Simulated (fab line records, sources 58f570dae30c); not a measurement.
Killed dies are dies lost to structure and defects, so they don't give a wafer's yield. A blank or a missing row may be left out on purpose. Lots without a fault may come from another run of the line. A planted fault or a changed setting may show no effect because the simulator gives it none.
Problem report in the 8D (eight disciplines) form, filled by code | flow berkeley_cmos170 | the parts of the form that need people (team, actions taken, sign-off) are left out

1. THE PROBLEM
PVT_TW at UCB170_PVT_TW_MEAS_09 reads a mean of 467 on 6 wafers of 2 lots; wafers without a fault read 503 with a standard deviation of 3.8. That is -9.4 standard deviations from the usual mean.
First seen on wafer L188.1, day 8 14:46, on film_metro-03. The record holds 42 wafers of 14 lots with a number at this step. Rule for "out", or "out of limits": more than 4 standard deviations from the usual mean. The other wafers with a number count as sound.

2. WHAT IT IS AND WHAT IT IS NOT
question                    | is                           | is not
which readings at this step | PVT_TW                       | -
which lots                  | L188, L191                   | L178, L179, L180, L181, L182, L183, L184, L186, L195, L197, L199, L201
which wafers of those lots  | all that have a number       | -
read on which gauges        | film_metro-02, film_metro-03 | film_metro-04
when                        | from day 8 14:46             | up to then (24 sound wafers); but 12 sound wafers of L195, L197, L199, L201 came after

3. SUSPECTS, AND WHAT RULES EACH OUT
Counting: a tool at a process step up to the reading stays a suspect if it ran every lot that is out and no sound lot after the first of them.
- the gauge at UCB170_PVT_TW_MEAS_09: ruled out. The wafers that are out were read on 2 gauges (film_metro-02, film_metro-03).
- implanter-03 at UCB170_PVT_IMPLANT_07: kept. It ran every lot that is out, first L188 (day 8 14:29), and no sound lot after that; its last sound lot up to then is L186 (day 8 07:20). Its own readings are out on those wafers: beam_on_s, faraday_current_uA.
Left after counting: implanter-03 at UCB170_PVT_IMPLANT_07.

4. THE CAUSE (what the simulator had put in)
Process parameter drift: implanter-03, from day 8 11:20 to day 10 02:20, at UCB170_PVT_IMPLANT_07. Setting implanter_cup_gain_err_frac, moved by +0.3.
Counting left only this tool.

5. THE CHAIN OF EFFECTS, in route order
Each row: a reading whose mean over the struck wafers that have a number lies more than 3 standard deviations from the usual. Only readings for which the record gives a usual standard deviation are gone through. hours: the time from each lot's start at the first step in this table that gives one to its start at this step, as a median over the lots. sigmas: the change in usual standard deviations.
hours | step                  | reading            | usual   | on struck wafers | change | sigmas
0     | UCB170_PVT_IMPLANT_07 | beam_on_s          | 10.02 s | 7.59             | -2.43  | -13
0     | UCB170_PVT_IMPLANT_07 | faraday_current_uA | 6.34    | 8.34             | +2.00  | +17
0     | UCB170_PVT_TW_MEAS_09 | PVT_TW             | 503     | 467              | -36    | -9.4
The process steps in it:
- UCB170_PVT_IMPLANT_07
Later measuring or inspecting steps at which every struck wafer that the step has a row for has a number for every such reading, and none has moved that far: UCB170_M1_RS_MEAS_01, UCB170_V1_CD_MEAS_90, UCB170_V2_OVL_MEAS_13.

6. WHAT WOULD HAVE CAUGHT IT SOONER
In this record the first reading out of limits at a measuring or inspecting step was taken at day 8 14:46, 3 hours after the fault began at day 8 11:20.
The tool's own readings at UCB170_PVT_IMPLANT_07 were out on every struck wafer that the step has a row for (beam_on_s, faraday_current_uA): an alarm limit on them would have fired on the first of those.
Of the lots that are out (2), L191 began UCB170_PVT_IMPLANT_07 on implanter-03 after day 8 14:46. A hold on the tool at that time would have spared it.
